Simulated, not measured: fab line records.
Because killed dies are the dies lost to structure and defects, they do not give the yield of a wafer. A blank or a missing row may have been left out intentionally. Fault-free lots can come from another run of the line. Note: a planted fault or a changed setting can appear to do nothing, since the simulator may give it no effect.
Comparing a struck lot with a sound one :: flow rit_cmos :: 17 out of 202 route steps
Sound: these wafers, L799.2, L799.3, L799.5. Struck: wafers L804.1, L804.4, L804.6. The cause is named last.
Order at every step that has rows: each side's tool, ch and its chambers, its first start. Under that, the readings that differ: sound wafers :: struck wafers :: difference of the means :: sigmas: that difference in standard deviations of wafers without a fault.
alike: readings with means less than 2 such deviations apart, plus words and numbers identical on both sides. not compared: withheld readings, readings lacking a value on some wafer, bounds such as >300 that could conceal the same value, and numbers that have no deviation in the record and whose values overlap.
A row with sigmas, a row that says differs or no value, or rows on one side alone: a step with any of these is where the two part. Numbers that don't overlap but have no deviation are shown without sigmas and don't part them. A reading that every wafer of one side lacks parts them only if that side has two wafers or more.

RIT_PWELL_TW_MEAS_10:
  sound: film_metro-02 at day 4 03:11; struck: film_metro-04 at day 4 23:26
reading: PWELL_TW
sound: 960 957 960
struck: 934 937 935
difference: -24
sigmas: -2
then, 1 step without rows for these wafers: RIT_WELLDRIVE_ANNEAL_00 (time 14700 s).
RIT_WELLDRIVE_RS_MEAS_01: the measuring method here is four-point-probe.
  sound: film_metro-03 at day 4 09:13; struck: film_metro-04 at day 5 05:47
  alike: NWELL_RS
RIT_WELLDRIVE_RS_MEAS_02: the measuring method here is four-point-probe.
  sound: film_metro-03 at day 4 09:20; struck: film_metro-04 at day 5 05:54
  alike: PWELL_RS
then, 6 steps without rows for these wafers: RIT_NRETRO_HMDS_00 (prime time 60 s); RIT_NRETRO_COAT_01 (resist thk 1300 nm); RIT_NRETRO_SOFTBAKE_02 (time 60 s); RIT_NRETRO_EXPOSE_03 (exposes mask M4, target cd 43900 nm); RIT_NRETRO_PEB_04; RIT_NRETRO_DEVELOP_05 (develop time 68 s).
RIT_NRETRO_OVL_MEAS_06:
  sound: overlay-01 at day 4 10:32; struck: overlay-02 at day 5 07:01
reading: NRETRO_OVL (nm)
sound: 1.3 3.0 1.9
struck: -2.3 -2.1 -1.6
difference: -4.1
sigmas: -3
then, 1 step without rows for these wafers: RIT_NRETRO_HARDBAKE_07 (time 120 s).
RIT_NRETRO_IMPLANT_08:
  sound on implanter-02 ch 0, day 4 11:02; struck on implanter-02 ch 0, day 5 07:19
reading: beam_energy_keV
sound: 70.023 69.975 70.005
struck: 45.499 45.484 45.495
difference: -24.508
sigmas: -99 or more

reading: model.implant.rp_nm (nm)
sound: 85.4 85.4 85.4
struck: 54.02 54.02 54.02
difference: -31.38
sigmas: 

reading: model.implant.drp_nm (nm)
sound: 33.94 33.94 33.94
struck: 23.6 23.6 23.6
difference: -10.3
sigmas: 
  alike: beam_on_s
RIT_NRETRO_STRIP_09: strips in O2, time 180 s.
  sound on plasma_asher-02 ch 0,1, day 4 11:17; struck on plasma_asher-03 ch 0,1, day 5 07:28
  alike: drypump_motor_current_A
  not compared: rf_hours_counter_h
RIT_NRETRO_TW_MEAS_10:
  sound: film_metro-04 at day 4 11:28; struck: film_metro-04 at day 5 07:38
reading: NRETRO_TW
sound: 1032 1035 1031
struck: 922 926 931
difference: -106
sigmas: -14
then, 1 step without rows for these wafers: RIT_PRETRO_HMDS_00 (prime time 60 s).
RIT_M1_PROBE_99:
  sound: prober-02 at day 5 18:06; struck: prober-02 at day 6 12:59
reading: model.etest.well_edge_right.line_ohm_um
sound: 180.3 180.8 182.5
struck: 191.5 187.4 188.9
difference: +8.1
sigmas: 

reading: model.etest.well_edge_left.line_ohm_um
sound: 183.4 180.3 180.8
struck: 188.1 188.9 187.1
difference: +6.5
sigmas: 

reading: model.etest.diode_pplus_nwell.bv_v (V)
sound: 6.675 6.733 6.731
struck: 6.92 6.964 6.942
difference: +0.23
sigmas: 

reading: model.etest.diode_pplus_nwell.cj_ff_um2
sound: 1.693 1.666 1.668
struck: 1.58 1.578 1.578
difference: -0.10
sigmas: 

reading: model.etest.diode_pplus_comb.cj_ff_um2
sound: 1.998 1.976 1.969
struck: 1.895 1.886 1.895
difference: -0.089
sigmas: 

reading: model.etest.pmos_narrow.vt_less_v (V)
sound: 0.02231 0.02332 0.0229
struck: 0.04218 0.04279 0.04071
difference: +0.01905
sigmas: 

reading: model.etest.cap_p_gate.c_min_ff_um2
sound: 2.32 2.303 2.311
struck: 2.346 2.339 2.333
difference: +0.028
sigmas: 
  alike: killed_at_contacts, killed_at_front_end, killed_dies, killed_open, killed_short
  not compared: model.etest.pmos_0p15.vt_long_v

WHERE THEY PART
Earliest at RIT_PWELL_TW_MEAS_10; latest, in this record, at RIT_NRETRO_TW_MEAS_10. Later steps at which nothing parts them and some readings are alike: RIT_M1_PROBE_99.

WHY: what had been put in by the simulator
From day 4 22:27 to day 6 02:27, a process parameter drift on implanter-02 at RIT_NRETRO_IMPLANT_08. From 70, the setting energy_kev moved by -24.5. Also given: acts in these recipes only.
